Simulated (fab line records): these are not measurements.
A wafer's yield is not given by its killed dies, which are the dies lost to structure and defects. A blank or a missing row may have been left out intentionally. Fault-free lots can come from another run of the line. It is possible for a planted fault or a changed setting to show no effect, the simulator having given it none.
Struck lot and sound lot, side by side + flow berkeley_cmos170 + 16 steps out of a route of 331
Sound: these wafers, L419.1, L419.2, L419.3. Struck: wafers L423.1, L423.5, L423.6. The cause is given at the end.
Order at every step that has rows: each side's tool, ch and its chambers, its first start. Under that, the readings that differ: sound wafers + struck wafers + difference of the means + sigmas: that difference in standard deviations of wafers without a fault.
alike: a reading whose means differ by less than 2 such deviations, as well as words and numbers matching on both sides. not compared: withheld readings; readings where some wafer has no value; bounds like >300 that might hide an equal value; numbers whose values overlap and for which the record gives no deviation.
The two part at a step that has a row with sigmas, a row that says differs or no value, or rows on one side only. Numbers that have no deviation but don't overlap get no sigmas and don't part them. Lack of a reading on every wafer of one side parts them only where that side has two or more wafers.

UCB170_NVT_OVL_MEAS_06:
  struck on overlay-02, day 10 01:52; sound on overlay-02, day 9 04:34
  alike: NVT_OVL
next, for these wafers, 1 step has no rows: UCB170_NVT_IMPLANT_07.
UCB170_NVT_STRIP_08: strips in O2.
  sound on plasma_asher-04 ch 0,1, day 9 04:44; struck on plasma_asher-01 ch 0,1, day 10 02:04
  alike: drypump_motor_current_A, oes_product_au, strip_time_to_endpoint_s
  not compared: rf_hours_counter_h
UCB170_NVT_TW_MEAS_09:
  struck on film_metro-03, day 10 02:10; sound on film_metro-01, day 9 04:50
| reading | sound       | struck      | difference | sigmas |
|---------|-------------|-------------|------------|--------|
| NVT_TW  | 520 515 517 | 529 532 532 | +14        | +2     |
then, 7 steps without rows for these wafers: UCB170_NVT_CLEAN_10 (cleans in SPM, time 600 s); UCB170_PVT_HMDS_00 (prime time 60 s); UCB170_PVT_COAT_01 (resist thk 900 nm); UCB170_PVT_SOFTBAKE_02 (time 60 s); UCB170_PVT_EXPOSE_03 (exposes mask NWELL, target cd 3000 nm); UCB170_PVT_PEB_04; UCB170_PVT_DEVELOP_05 (develop time 45 s).
UCB170_PVT_OVL_MEAS_06:
  struck on overlay-02, day 10 04:19; sound on overlay-02, day 9 06:34
  alike: PVT_OVL
UCB170_PVT_IMPLANT_07:
  sound on implanter-01 ch 0, day 9 06:37; struck on implanter-04 ch 0, day 10 04:21
| reading            | sound                           | struck                          | difference | sigmas      |
|--------------------|---------------------------------|---------------------------------|------------|-------------|
| dose_ions_cm2      | 1.998e+12 2.0008e+12 1.9987e+12 | 1.359e+12 1.3627e+12 1.3616e+12 | -6.381e+11 | -99 or more |
| faraday_current_uA | 6.18 6.45 6.44                  | 4.40 4.14 4.24                  | -2.10      | -16         |
UCB170_PVT_STRIP_08: strips in O2.
  sound on plasma_asher-02 ch 0,1, day 9 06:46; struck on plasma_asher-01 ch 0,1, day 10 04:30
  alike: drypump_motor_current_A, oes_product_au, strip_time_to_endpoint_s
  not compared: rf_hours_counter_h
UCB170_PVT_TW_MEAS_09:
  struck on film_metro-04, day 10 04:56; sound on film_metro-04, day 9 06:52
| reading | sound       | struck      | difference | sigmas |
|---------|-------------|-------------|------------|--------|
| PVT_TW  | 518 519 517 | 460 457 460 | -59        | -12    |
  not compared: hold
-- the record jumps here: 2 days lie between the struck wafers' starts before and after (it left off in module PVT and takes up again in module M3, whose first step shown is number 331 of the route) --
UCB170_M3_PROBE_99:
  only the struck wafers here have rows in the record (prober-01, day 12 16:30); the sound ones have none

WHERE THEY PART
Last at UCB170_M3_PROBE_99 as far as this record goes, first at UCB170_NVT_TW_MEAS_09.

WHY: what had been put in by the simulator
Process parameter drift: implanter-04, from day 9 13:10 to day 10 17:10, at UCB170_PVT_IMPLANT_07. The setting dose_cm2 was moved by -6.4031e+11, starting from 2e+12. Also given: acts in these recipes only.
